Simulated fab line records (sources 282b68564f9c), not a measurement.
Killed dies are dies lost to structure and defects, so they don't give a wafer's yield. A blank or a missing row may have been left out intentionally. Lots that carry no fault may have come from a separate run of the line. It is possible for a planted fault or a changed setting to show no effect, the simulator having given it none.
Split-lot study ; flow rit cmos ; route with 202 steps; 5 lots, 23 wafers read

## SPLIT DETAILS
At RIT_ACTIVE_OXIDATION_01 (target thk 46.8 nm, ox time 3360 s), the setting temp c was moved away from the recipe's 1000 C on 15 of the 23 wafers read, by -2.0% to +1.6%. This setting was run at the recipe's value on the other wafers.

No step appears in the file between the split and the reading.

## THE READING
At RIT_ACTIVE_THK_MEAS_02: ACTIVE_OXIDE_THK, given in nm. A value of 47.2 nm with a standard deviation of 0.94 nm is what fault-free wafers of this fab line usually give.

wafer;tool, chamber at the split;temp c as run, C;against the recipe;ACTIVE_OXIDE_THK, nm;against lot-mates on the recipe
L076.1;-, -;1009;+0.9%;50.4;no lot-mate on the recipe
L076.3;-, -;1009;+0.9%;50.5;no lot-mate on the recipe
L076.4;-, -;1009;+0.9%;49.8;no lot-mate on the recipe
L076.5;-, -;1009;+0.9%;50.2;no lot-mate on the recipe
L076.6;-, -;1009;+0.9%;49.7;no lot-mate on the recipe
L077.1;-, -;979.6;-2.0%;39.3;no lot-mate on the recipe
L077.3;-, -;979.6;-2.0%;40.4;no lot-mate on the recipe
L077.4;-, -;979.6;-2.0%;39.5;no lot-mate on the recipe
L077.5;-, -;979.6;-2.0%;39.2;no lot-mate on the recipe
L077.6;-, -;979.6;-2.0%;40.3;no lot-mate on the recipe
L082.1;-, -;1016;+1.6%;53.7;no lot-mate on the recipe
L082.3;-, -;1016;+1.6%;55.1;no lot-mate on the recipe
L082.4;-, -;1016;+1.6%;54.2;no lot-mate on the recipe
L082.5;-, -;1016;+1.6%;54.4;no lot-mate on the recipe
L082.6;-, -;1016;+1.6%;54.3;no lot-mate on the recipe
L083.1;-, -;1000;recipe;48.5;-
L083.2;-, -;1000;recipe;48.6;-
L083.4;-, -;1000;recipe;48.2;-
L083.5;-, -;1000;recipe;49.1;-
L083.6;-, -;1000;recipe;48.1;-
L085.1;furnace-01, 0;1000;recipe;46.4;-
L085.2;furnace-01, 0;1000;recipe;46.4;-
L085.3;furnace-01, 0;1000;recipe;45.6;-

THE FIT
A straight line over all 23 wafers: ACTIVE_OXIDE_THK changes by +3.87 nm for each +1% of temp c; r = +0.98; the points scatter about the line by 0.98 nm.
Too few moved wafers with a lot-mate on the recipe to fit a line net of each lot's own level.

## THE WHOLE CHAIN: every reading that the file lists as answering this split, in the file's order
step;what it does;reading;change (the file's fit);r (the file's)
RIT_ACTIVE_OXIDATION_01;target thk 46.8 nm, ox time 3360 s;SiO2_of_ACTIVE_OXIDATION_01.thk nm (the simulator's own value, which no gauge read);+3.86 nm for each +1% of the setting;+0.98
RIT_ACTIVE_THK_MEAS_02;;ACTIVE_OXIDE_THK;+3.86 for each +1% of the setting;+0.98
RIT_FOX2_WET_ETCH_03;etches Si3N4 in H3PO4, target depth 195 nm, time 2700 s;SiO2_of_ACTIVE_OXIDATION_01.thk nm (the simulator's own value, which no gauge read);+3.46 nm for each +1% of the setting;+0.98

## THE FILE'S OWN FIT
ACTIVE_OXIDE_THK changes by +3.86 nm for each +1% of temp c, r = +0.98.
